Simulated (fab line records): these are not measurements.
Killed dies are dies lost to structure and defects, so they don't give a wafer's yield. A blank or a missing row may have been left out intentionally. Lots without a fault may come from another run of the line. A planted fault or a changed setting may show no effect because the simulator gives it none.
fab line records	flow rit_cmos
record lots=5	wafers=23
route steps=202 shown FOX2@23 NWELL@30 PWELL@41 WELLDRIVE@50 NRETRO@61 GATE@77
start_h: hours from the record's opening day to when the first of the lot's shown wafers began	wait_h: hours since the lot's step before	" the same as in the row above	L1.1+2: a row that stands for several wafers	- value missing, or start not given	* or withheld: withheld	< > ~ a bound
route shown NAME@n: a module of which the file shows steps, and the number in the route of the first	usual: mean/standard deviation of fault-free wafers	same: alike in all rows	chamber/n: place in a boat	sites: readings site by site	_std_site: the standard deviation of these	_edge_site: inner sites' mean taken away from outer sites' mean	radius_mm: how far each site lies from the wafer's centre	mask NAME#n: copy n	behind: tool/chamber where the wafer was last shaped	hold: why the lot went on hold/how many hours it stayed there/how the hold came to an end	device: names the non-switching transistor (n, p or np)	end of line: the same wafers' tests at the end of the route	a step with no rows: only its recipe	killed: not the wafer's yield, but the dies lost to structure and defects at the first sort	map: dies across one wafer; x = killed, . = not, _ = none there
set.NAME: the run value of the setting; set.NAME@STEP: its run value at that earlier step	model.NAME: the simulator's own value behind a step, which no gauge read
lots where settings were altered on purpose, with a table for each step and a row for each wafer
## steps
# step RIT_FOX2_OXIDATION_00
# recipe temp_c=1100	ambient=H2O	target_thk_a=3507	p_h2o_torr=720	ox_time_s=1130
lot.wafer	tool	chamber	start_h	wait_h	set.temp_c	model.SiO2_of_FOX2_OXIDATION_00.thk_nm
L077.1	-	-	-	0.0	1114	376.4
L077.2	"	-	"	"	1114	375.5
L077.3	"	-	"	"	1114	379.6
L077.5	"	-	"	"	1114	379.4
L077.6	"	-	"	"	1114	380.4
L079.1	-	-	-	0.9	1117	370.8
L079.2	"	-	"	"	1117	373.7
L079.3	"	-	"	"	1117	369.9
L079.4	"	-	"	"	1117	371.9
L079.6	"	-	"	"	1117	373.4
L080.1	-	-	-	0.9	1084	329.6
L080.2	"	-	"	"	1084	327.7
L080.3	"	-	"	"	1084	327.9
L080.4	"	-	"	"	1084	334
L080.5	"	-	"	"	1084	330
L081.2	furnace-04	0	53.73	0.0	1100	346.4
L081.3	"	0	"	"	1100	345.9
L081.5	"	0	"	"	1100	343.8
L082.2	-	-	-	2.1	1100	352.3
L082.3	"	-	"	"	1100	357.9
L082.4	"	-	"	"	1100	354
L082.5	"	-	"	"	1100	354.7
L082.6	"	-	"	"	1100	356
# step RIT_FOX2_THK_MEAS_01
# recipe reads=SiO2_of_FOX2_OXIDATION_00
# usual FOX2_OXIDE_THK=351/5.7
lot.wafer	tool	chamber	start_h	wait_h	set.temp_c@FOX2_OXIDATION_00	FOX2_OXIDE_THK[nm]
L077.1	film_metro-02	-	-	-	1114	376
L077.2	"	-	"	"	1114	375
L077.3	"	-	"	"	1114	380
L077.5	"	-	"	"	1114	380
L077.6	"	-	"	"	1114	380
L079.1	film_metro-04	-	-	-	1117	371
L079.2	"	-	"	"	1117	374
L079.3	"	-	"	"	1117	370
L079.4	"	-	"	"	1117	372
L079.6	"	-	"	"	1117	374
L080.1	film_metro-03	-	-	-	1084	329
L080.2	"	-	"	"	1084	328
L080.3	"	-	"	"	1084	328
L080.4	"	-	"	"	1084	334
L080.5	"	-	"	"	1084	330
L081.2	film_metro-02	-	55.06	0.0	1100	346
L081.3	"	-	"	"	1100	346
L081.5	"	-	"	"	1100	344
L082.2	film_metro-03	-	-	-	1100	352
L082.3	"	-	"	"	1100	358
L082.4	"	-	"	"	1100	354
L082.5	"	-	"	"	1100	354
L082.6	"	-	"	"	1100	356
# step RIT_FOX2_CLEAN_02
# recipe chemistry=dHF	dilution=50:1	time_s=180
# step RIT_FOX2_WET_ETCH_03
# recipe chemistry=H3PO4	target=Si3N4	target_depth_nm=195	temp_c=165	time_s=2700
lot.wafer	tool	chamber	start_h	wait_h	set.temp_c@FOX2_OXIDATION_00	model.SiO2_of_FOX2_OXIDATION_00.thk_nm
L077.1	wet_bench-02	3	35.16	0.0	1114	349
L077.2	"	3	"	"	1114	348.1
L077.3	"	3	"	"	1114	352.2
L077.5	"	3	"	"	1114	352
L077.6	"	3	"	"	1114	353
L079.1	wet_bench-03	1	51.99	0.0	1117	342.9
L079.2	"	1	"	"	1117	345.8
L079.3	"	1	"	"	1117	342
L079.4	"	1	"	"	1117	344
L079.6	"	1	"	"	1117	345.5
L080.1	wet_bench-03	2	51.99	0.0	1084	302.8
L080.2	"	2	"	"	1084	300.9
L080.3	"	2	"	"	1084	301.1
L080.4	"	2	"	"	1084	307.3
L080.5	"	2	"	"	1084	303.3
L081.2	wet_bench-04	2	55.17	0.0	1100	319
L081.3	"	2	"	"	1100	318.4
L081.5	"	2	"	"	1100	316.3
L082.2	wet_bench-03	3	64.74	0.0	1100	324.9
L082.3	"	3	"	"	1100	330.5
L082.4	"	3	"	"	1100	326.7
L082.5	"	3	"	"	1100	327.5
L082.6	"	3	"	"	1100	328.7
# step RIT_FOX2_THK_MEAS_90
# recipe reads=SiO2_of_FOX2_OXIDATION_00
# usual FIELD_OXIDE_LEFT_1_THK=324/5.8
lot.wafer	tool	chamber	start_h	wait_h	set.temp_c@FOX2_OXIDATION_00	FIELD_OXIDE_LEFT_1_THK[nm]
L077.1	film_metro-04	-	35.92	0.0	1114	349
L077.2	"	-	"	"	1114	348
L077.3	"	-	"	"	1114	352
L077.5	"	-	"	"	1114	352
L077.6	"	-	"	"	1114	353
L079.1	film_metro-03	-	52.75	0.0	1117	343
L079.2	"	-	"	"	1117	346
L079.3	"	-	"	"	1117	342
L079.4	"	-	"	"	1117	344
L079.6	"	-	"	"	1117	345
L080.1	film_metro-02	-	52.75	0.0	1084	303
L080.2	"	-	"	"	1084	301
L080.3	"	-	"	"	1084	301
L080.4	"	-	"	"	1084	307
L080.5	"	-	"	"	1084	303
L081.2	film_metro-04	-	56.00	0.0	1100	319
L081.3	"	-	"	"	1100	318
L081.5	"	-	"	"	1100	316
L082.2	film_metro-02	-	65.51	0.0	1100	325
L082.3	"	-	"	"	1100	331
L082.4	"	-	"	"	1100	327
L082.5	"	-	"	"	1100	328
L082.6	"	-	"	"	1100	329
# step RIT_NWELL_SOFTBAKE_02
# recipe resist=NOVOLAK	temp_c=90	time_s=60
lot.wafer	tool	chamber	start_h	wait_h	set.temp_c
L077.1+3+5	litho_track-02	0	36.28	0.1	87.44
L077.2+6	"	0	"	"	90
L080.1+3+4	litho_track-02	0	53.11	0.1	90
L080.2+5	"	0	"	"	88.89
L079.1+2	litho_track-01	0	53.24	0.1	90
L079.3+4+6	"	0	"	"	88.38
L081.2+3+5	litho_track-02	0	56.52	0.1	90
L082.2+4+6	litho_track-01	0	65.88	0.1	90
L082.3+5	"	0	"	"	91.75
# step RIT_NWELL_EXPOSE_03
# recipe mask_id=M2	na=0.57	target_cd_nm=43900	dose_mj=250
# step RIT_NWELL_PEB_04
# recipe resist=NOVOLAK	temp_c=withheld	time_s=withheld
# step RIT_NWELL_DEVELOP_05
# recipe resist=NOVOLAK	develop_time_s=66.67	dev_temp_c=23
lot.wafer	tool	chamber	start_h	wait_h	set.temp_c@NWELL_SOFTBAKE_02	model.NOVOLAK_of_NWELL_COAT_01.thk_nm
L077.1	litho_track-02	0	-	-	87.44	1311
L077.2	"	0	"	"	90	1294
L077.3	"	0	"	"	87.44	1304
L077.5	"	0	"	"	87.44	1308
L077.6	"	0	"	"	90	1301
L080.1	litho_track-02	0	-	-	90	1301
L080.2+5	"	0	"	"	88.89	1307
L080.3	"	0	"	"	90	1300
L080.4	"	0	"	"	90	1302
L079.1	litho_track-03	0	-	-	90	1297
L079.2	"	0	"	"	90	1295
L079.3	"	0	"	"	88.38	1304
L079.4	"	0	"	"	88.38	1300
L079.6	"	0	"	"	88.38	1305
L081.2	litho_track-01	0	-	-	90	1300
L081.3	"	0	"	"	90	1305
L081.5	"	0	"	"	90	1301
L082.2	litho_track-03	0	-	-	90	1300
L082.3+5	"	0	"	"	91.75	1292
L082.4	"	0	"	"	90	1298
L082.6	"	0	"	"	90	1302
# step RIT_NWELL_IMPLANT_08
# recipe species=P	energy_kev=170	dose_cm2=5e+13	tilt_deg=7
lot.wafer	tool	chamber	start_h	wait_h	set.dose_cm2
L077.1+2+3+5+6	implanter-04	0	37.27	0.2	5e+13
L080.1+5	implanter-03	0	54.10	0.2	5e+13
L080.2+3+4	"	0	"	"	4.676e+13
L079.1+2+3+4+6	implanter-02	0	54.22	0.2	5e+13
L081.2+3+5	implanter-03	0	57.45	0.2	5e+13
L082.2+6	implanter-02	0	67.17	0.2	5.374e+13
L082.3+4+5	"	0	"	"	5e+13
# step RIT_NWELL_STRIP_09
# recipe chemistry=O2	time_s=180	resist=NOVOLAK	platen_temp_c=withheld	power_w=500	pressure_mtorr=4000	o2_flow_sccm=4000
# step RIT_NWELL_TW_MEAS_10
# usual NWELL_TW=2139/18
lot.wafer	tool	chamber	start_h	wait_h	set.dose_cm2@NWELL_IMPLANT_08	NWELL_TW
L077.1	film_metro-01	-	37.59	0.1	5e+13	2157
L077.2	"	-	"	"	5e+13	2171
L077.3	"	-	"	"	5e+13	2147
L077.5	"	-	"	"	5e+13	2152
L077.6	"	-	"	"	5e+13	2162
L080.1	film_metro-02	-	54.43	0.1	5e+13	2112
L080.2	"	-	"	"	4.676e+13	2064
L080.3	"	-	"	"	4.676e+13	2069
L080.4	"	-	"	"	4.676e+13	2064
L080.5	"	-	"	"	5e+13	2116
L079.1	film_metro-01	-	54.54	0.1	5e+13	2141
L079.2	"	-	"	"	5e+13	2135
L079.3	"	-	"	"	5e+13	2140
L079.4	"	-	"	"	5e+13	2149
L079.6	"	-	"	"	5e+13	2141
L081.2	film_metro-04	-	57.76	0.1	5e+13	2146
L081.3	"	-	"	"	5e+13	2162
L081.5	"	-	"	"	5e+13	2153
L082.2	film_metro-04	-	67.48	0.1	5.374e+13	2197
L082.3	"	-	"	"	5e+13	2144
L082.4	"	-	"	"	5e+13	2155
L082.5	"	-	"	"	5e+13	2138
L082.6	"	-	"	"	5.374e+13	2198
# step RIT_PWELL_SOFTBAKE_02
# recipe resist=NOVOLAK	temp_c=90	time_s=60
lot.wafer	tool	chamber	start_h	wait_h	set.temp_c
L077.1+5+6	litho_track-03	0	38.09	0.1	91.69
L077.2+3	"	0	"	"	90
L080.1+2	litho_track-03	0	54.79	0.1	88.66
L080.3+4+5	"	0	"	"	90
L079.1+4	litho_track-02	0	54.90	0.1	90
L079.2+3+6	"	0	"	"	86.66
L081.2+3+5	litho_track-03	0	58.13	0.1	90
L082.2+3	litho_track-03	0	67.92	0.1	87.94
L082.4+5+6	"	0	"	"	90
# step RIT_PWELL_EXPOSE_03
# recipe mask_id=M3	na=0.57	target_cd_nm=43700	dose_mj=250
# step RIT_PWELL_PEB_04
# recipe resist=NOVOLAK	temp_c=withheld	time_s=withheld
# step RIT_PWELL_DEVELOP_05
# recipe resist=NOVOLAK	develop_time_s=68	dev_temp_c=23
lot.wafer	tool	chamber	start_h	wait_h	set.temp_c@PWELL_SOFTBAKE_02	model.NOVOLAK_of_PWELL_COAT_01.thk_nm
L077.1	litho_track-02	0	-	-	91.69	1286
L077.2	"	0	"	"	90	1299
L077.3	"	0	"	"	90	1296
L077.5	"	0	"	"	91.69	1288
L077.6	"	0	"	"	91.69	1289
L080.1	litho_track-04	0	-	-	88.66	1295
L080.2	"	0	"	"	88.66	1299
L080.3	"	0	"	"	90	1292
L080.4	"	0	"	"	90	1290
L080.5	"	0	"	"	90	1291
L079.1	litho_track-02	0	-	-	90	1293
L079.2+3+6	"	0	"	"	86.66	1302
L079.4	"	0	"	"	90	1289
L081.2+5	litho_track-02	0	-	-	90	1292
L081.3	"	0	"	"	90	1295
L082.2	litho_track-03	0	-	-	87.94	1300
L082.3	"	0	"	"	87.94	1304
L082.4+5	"	0	"	"	90	1293
L082.6	"	0	"	"	90	1295
# step RIT_PWELL_HARDBAKE_07
# recipe resist=NOVOLAK	temp_c=140	time_s=120
lot.wafer	tool	chamber	start_h	wait_h	set.temp_c	model.NOVOLAK_of_PWELL_COAT_01.thk_nm
L077.1	litho_track-03	0	38.90	0.0	135.9	1138
L077.2	"	0	"	"	140	1136
L077.3	"	0	"	"	140	1134
L077.5	"	0	"	"	135.9	1140
L077.6	"	0	"	"	140	1133
L080.1+4	litho_track-04	0	55.40	0.0	140	1129
L080.2	"	0	"	"	136.1	1139
L080.3	"	0	"	"	136.1	1138
L080.5	"	0	"	"	140	1130
L079.1	litho_track-04	0	55.65	0.2	136.7	1137
L079.2	"	0	"	"	140	1129
L079.3	"	0	"	"	136.7	1134
L079.4	"	0	"	"	140	1128
L079.6	"	0	"	"	136.7	1135
L081.2+5	litho_track-03	0	58.77	0.1	140	1130
L081.3	"	0	"	"	140	1133
L082.2+5	litho_track-04	0	68.55	0.1	140	1131
L082.3	"	0	"	"	140	1135
L082.4	"	0	"	"	140	1132
L082.6	"	0	"	"	140	1133
# step RIT_PWELL_IMPLANT_08
# recipe species=B	energy_kev=170	dose_cm2=7e+13	tilt_deg=7
# step RIT_PWELL_STRIP_09
# recipe chemistry=O2	time_s=180	resist=NOVOLAK	platen_temp_c=withheld	power_w=500	pressure_mtorr=4000	o2_flow_sccm=4000
# step RIT_WELLDRIVE_ANNEAL_00
# recipe temp_c=1100	time_s=14700	ambient=N2
# step RIT_WELLDRIVE_RS_MEAS_01
# recipe thk_meas_gauge=four-point-probe
# usual NWELL_RS=275.4/0.61
lot.wafer	tool	chamber	start_h	wait_h	set.dose_cm2@NWELL_IMPLANT_08	NWELL_RS[ohm/sq]
L077.1	film_metro-01	-	44.62	0.0	5e+13	275.0
L077.2	"	-	"	"	5e+13	275.0
L077.3	"	-	"	"	5e+13	274.9
L077.5	"	-	"	"	5e+13	274.6
L077.6	"	-	"	"	5e+13	273.7
L080.1	film_metro-02	-	61.12	0.0	5e+13	275.6
L080.2	"	-	"	"	4.676e+13	286.2
L080.3	"	-	"	"	4.676e+13	286.9
L080.4	"	-	"	"	4.676e+13	286.8
L080.5	"	-	"	"	5e+13	276.2
L079.1	film_metro-04	-	61.37	0.0	5e+13	275.3
L079.2	"	-	"	"	5e+13	275.9
L079.3	"	-	"	"	5e+13	275.5
L079.4	"	-	"	"	5e+13	275.4
L079.6	"	-	"	"	5e+13	275.3
L081.2	film_metro-04	-	66.23	0.0	5e+13	275.3
L081.3	"	-	"	"	5e+13	275.7
L081.5	"	-	"	"	5e+13	275.2
L082.2	film_metro-02	-	74.25	0.0	5.374e+13	262.6
L082.3	"	-	"	"	5e+13	274.8
L082.4	"	-	"	"	5e+13	274.7
L082.5	"	-	"	"	5e+13	273.8
L082.6	"	-	"	"	5.374e+13	263.0
# step RIT_NRETRO_IMPLANT_08
# recipe species=P	energy_kev=70	dose_cm2=1e+13	tilt_deg=7
lot.wafer	tool	chamber	start_h	wait_h	set.dose_cm2
L077.1+2+6	implanter-01	0	46.15	0.2	1e+13
L077.3+5	"	0	"	"	1.038e+13
L080.1+2+3+4+5	implanter-03	0	62.53	0.2	1e+13
L079.1+2+4	implanter-01	0	62.78	0.2	1e+13
L079.3+6	"	0	"	"	9.442e+12
L081.2+3+5	implanter-01	0	67.87	0.2	1e+13
L082.2+5+6	implanter-03	0	75.78	0.2	1e+13
L082.3+4	"	0	"	"	9.635e+12
# step RIT_NRETRO_STRIP_09
# recipe chemistry=O2	time_s=180	resist=NOVOLAK	platen_temp_c=withheld	power_w=500	pressure_mtorr=4000	o2_flow_sccm=4000
# step RIT_NRETRO_TW_MEAS_10
# usual NRETRO_TW=1054/3.3
lot.wafer	tool	chamber	start_h	wait_h	set.dose_cm2@NRETRO_IMPLANT_08	NRETRO_TW
L077.1	film_metro-01	-	46.48	0.1	1e+13	1056
L077.2	"	-	"	"	1e+13	1059
L077.3	"	-	"	"	1.038e+13	1072
L077.5	"	-	"	"	1.038e+13	1063
L077.6	"	-	"	"	1e+13	1052
L080.1	film_metro-04	-	62.85	0.1	1e+13	1055
L080.2	"	-	"	"	1e+13	1056
L080.3	"	-	"	"	1e+13	1052
L080.4	"	-	"	"	1e+13	1049
L080.5	"	-	"	"	1e+13	1052
L079.1	film_metro-03	-	63.10	0.1	1e+13	1055
L079.2	"	-	"	"	1e+13	1053
L079.3	"	-	"	"	9.442e+12	1030
L079.4	"	-	"	"	1e+13	1051
L079.6	"	-	"	"	9.442e+12	1032
L081.2	film_metro-03	-	68.18	0.1	1e+13	1055
L081.3	"	-	"	"	1e+13	1055
L081.5	"	-	"	"	1e+13	1052
L082.2	film_metro-03	-	76.09	0.1	1e+13	1052
L082.3	"	-	"	"	9.635e+12	1038
L082.4	"	-	"	"	9.635e+12	1041
L082.5	"	-	"	"	1e+13	1048
L082.6	"	-	"	"	1e+13	1054
# step RIT_GATE_CLEAN_02
# recipe chemistry=dHF	dilution=50:1	time_s=30
lot.wafer	tool	chamber	start_h	wait_h	set.time_s
L077.1+2+3+5+6	-	-	-	0.0	33.07
L080.1+2+3+4+5	-	-	-	0.0	27.64
L079.1+2+3+4+6	-	-	-	0.0	25.5
L081.2+3+5	wet_bench-03	1	69.98	0.0	30
L082.2+3+4+5+6	-	-	-	0.0	31.88
# step RIT_GATE_CLEAN_03
# recipe chemistry=SC2	mix=3:3:50	time_s=600	temp_c=75	dry=n2_spin
# step RIT_GATE_CLEAN_04
# recipe chemistry=dHF	dilution=50:1	time_s=60	dry=n2_spin
# step RIT_FOX2_THK_MEAS_91
# recipe reads=SiO2_of_FOX2_OXIDATION_00
# usual FIELD_OXIDE_LEFT_2_THK=256/5.8
lot.wafer	tool	chamber	start_h	wait_h	set.temp_c@FOX2_OXIDATION_00	FIELD_OXIDE_LEFT_2_THK[nm]
L077.1	film_metro-02	-	48.70	0.0	1114	281
L077.2	"	-	"	"	1114	279
L077.3	"	-	"	"	1114	284
L077.5	"	-	"	"	1114	284
L077.6	"	-	"	"	1114	285
L080.1	film_metro-04	-	64.92	0.0	1084	235
L080.2	"	-	"	"	1084	233
L080.3	"	-	"	"	1084	234
L080.4	"	-	"	"	1084	240
L080.5	"	-	"	"	1084	235
L079.1	film_metro-02	-	65.21	0.0	1117	276
L079.2	"	-	"	"	1117	279
L079.3	"	-	"	"	1117	275
L079.4	"	-	"	"	1117	277
L079.6	"	-	"	"	1117	279
L081.2	film_metro-03	-	70.23	0.0	1100	251
L081.3	"	-	"	"	1100	250
L081.5	"	-	"	"	1100	248
L082.2	film_metro-04	-	78.39	0.0	1100	256
L082.3	"	-	"	"	1100	262
L082.4	"	-	"	"	1100	258
L082.5	"	-	"	"	1100	259
L082.6	"	-	"	"	1100	260
# step RIT_GATE_CVD_08
# recipe material=poly-Si	target_thk_nm=250	temp_c=610	precursor=SiH4	time_s=2220	pressure_mtorr=300	sih4_flow_sccm=100
lot.wafer	tool	chamber	start_h	wait_h	set.sih4_flow_sccm	model.poly-Si_of_GATE_CVD_08.thk_nm
L077.1	-	-	-	0.1	95.21	236.9
L077.2	"	-	"	"	95.21	236.1
L077.3	"	-	"	"	95.21	236.7
L077.5+6	"	-	"	"	95.21	236.8
L080.1	-	-	-	0.1	105.6	267
L080.2	"	-	"	"	105.6	263.5
L080.3	"	-	"	"	105.6	262.9
L080.4	"	-	"	"	105.6	264.5
L080.5	"	-	"	"	105.6	264.9
L079.1	-	-	-	1.1	93.14	236.8
L079.2	"	-	"	"	93.14	235.1
L079.3	"	-	"	"	93.14	238.1
L079.4	"	-	"	"	93.14	239.2
L079.6	"	-	"	"	93.14	238
L081.2	lpcvd-02	0	75.85	0.0	100	249.1
L081.3	"	0	"	"	100	248.3
L081.5	"	0	"	"	100	250.3
L082.2	-	-	-	2.5	88.26	221.9
L082.3	"	-	"	"	88.26	220.4
L082.4	"	-	"	"	88.26	222.6
L082.5	"	-	"	"	88.26	223.5
L082.6	"	-	"	"	88.26	222.9
# step RIT_GATE_THK_MEAS_09
# recipe reads=poly-Si_of_GATE_CVD_08
# usual GATE_POLY_THK=249.8/2.2
lot.wafer	tool	chamber	start_h	wait_h	set.sih4_flow_sccm@GATE_CVD_08	GATE_POLY_THK[nm]
L077.1	film_metro-04	-	-	-	95.21	237.2
L077.2	"	-	"	"	95.21	236.2
L077.3	"	-	"	"	95.21	236.4
L077.5	"	-	"	"	95.21	236.8
L077.6	"	-	"	"	95.21	236.7
L080.1	film_metro-02	-	-	-	105.6	267.1
L080.2	"	-	"	"	105.6	263.7
L080.3	"	-	"	"	105.6	263.0
L080.4	"	-	"	"	105.6	264.6
L080.5	"	-	"	"	105.6	264.8
L079.1	film_metro-02	-	-	-	93.14	236.9
L079.2	"	-	"	"	93.14	235.0
L079.3	"	-	"	"	93.14	238.0
L079.4	"	-	"	"	93.14	239.2
L079.6	"	-	"	"	93.14	238.2
L081.2	film_metro-02	-	78.29	0.0	100	248.9
L081.3	"	-	"	"	100	248.3
L081.5	"	-	"	"	100	250.3
L082.2	film_metro-04	-	-	-	88.26	221.9
L082.3	"	-	"	"	88.26	220.3
L082.4	"	-	"	"	88.26	222.6
L082.5	"	-	"	"	88.26	223.5
L082.6	"	-	"	"	88.26	222.9
## key
split step=RIT_FOX2_OXIDATION_00	setting=temp_c	stated=1100	by=lot
response step=RIT_FOX2_OXIDATION_00	reading=model.SiO2_of_FOX2_OXIDATION_00.thk_nm	change=+15.7	per=1%	r=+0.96
response step=RIT_FOX2_THK_MEAS_01	reading=FOX2_OXIDE_THK	change=+15.7	per=1%	r=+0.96
response step=RIT_FOX2_WET_ETCH_03	reading=model.SiO2_of_FOX2_OXIDATION_00.thk_nm	change=+15.4	per=1%	r=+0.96
response step=RIT_FOX2_THK_MEAS_90	reading=FIELD_OXIDE_LEFT_1_THK	change=+15.4	per=1%	r=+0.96
response step=RIT_FOX2_THK_MEAS_91	reading=FIELD_OXIDE_LEFT_2_THK	change=+15.5	per=1%	r=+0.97
split step=RIT_NWELL_SOFTBAKE_02	setting=temp_c	stated=90	by=wafer
response step=RIT_NWELL_DEVELOP_05	reading=model.NOVOLAK_of_NWELL_COAT_01.thk_nm	change=-3.87	per=1%	r=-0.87
split step=RIT_NWELL_IMPLANT_08	setting=dose_cm2	stated=5e+13	by=wafer
response step=RIT_NWELL_TW_MEAS_10	reading=NWELL_TW	change=+7.14	per=1%	r=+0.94
response step=RIT_WELLDRIVE_RS_MEAS_01	reading=NWELL_RS	change=-1.6	per=1%	r=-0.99
split step=RIT_PWELL_SOFTBAKE_02	setting=temp_c	stated=90	by=wafer
response step=RIT_PWELL_DEVELOP_05	reading=model.NOVOLAK_of_PWELL_COAT_01.thk_nm	change=-3.45	per=1%	r=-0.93
split step=RIT_PWELL_HARDBAKE_07	setting=temp_c	stated=140	by=wafer
response step=RIT_PWELL_HARDBAKE_07	reading=model.NOVOLAK_of_PWELL_COAT_01.thk_nm	change=-2.57	per=1%	r=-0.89
split step=RIT_NRETRO_IMPLANT_08	setting=dose_cm2	stated=1e+13	by=wafer
response step=RIT_NRETRO_TW_MEAS_10	reading=NRETRO_TW	change=+3.62	per=1%	r=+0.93
split step=RIT_GATE_CLEAN_02	setting=time_s	stated=30	by=lot
response none clear
split step=RIT_GATE_CVD_08	setting=sih4_flow_sccm	stated=100	by=lot
response step=RIT_GATE_CVD_08	reading=model.poly-Si_of_GATE_CVD_08.thk_nm	change=+2.37	per=1%	r=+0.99
response step=RIT_GATE_THK_MEAS_09	reading=GATE_POLY_THK	change=+2.38	per=1%	r=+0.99
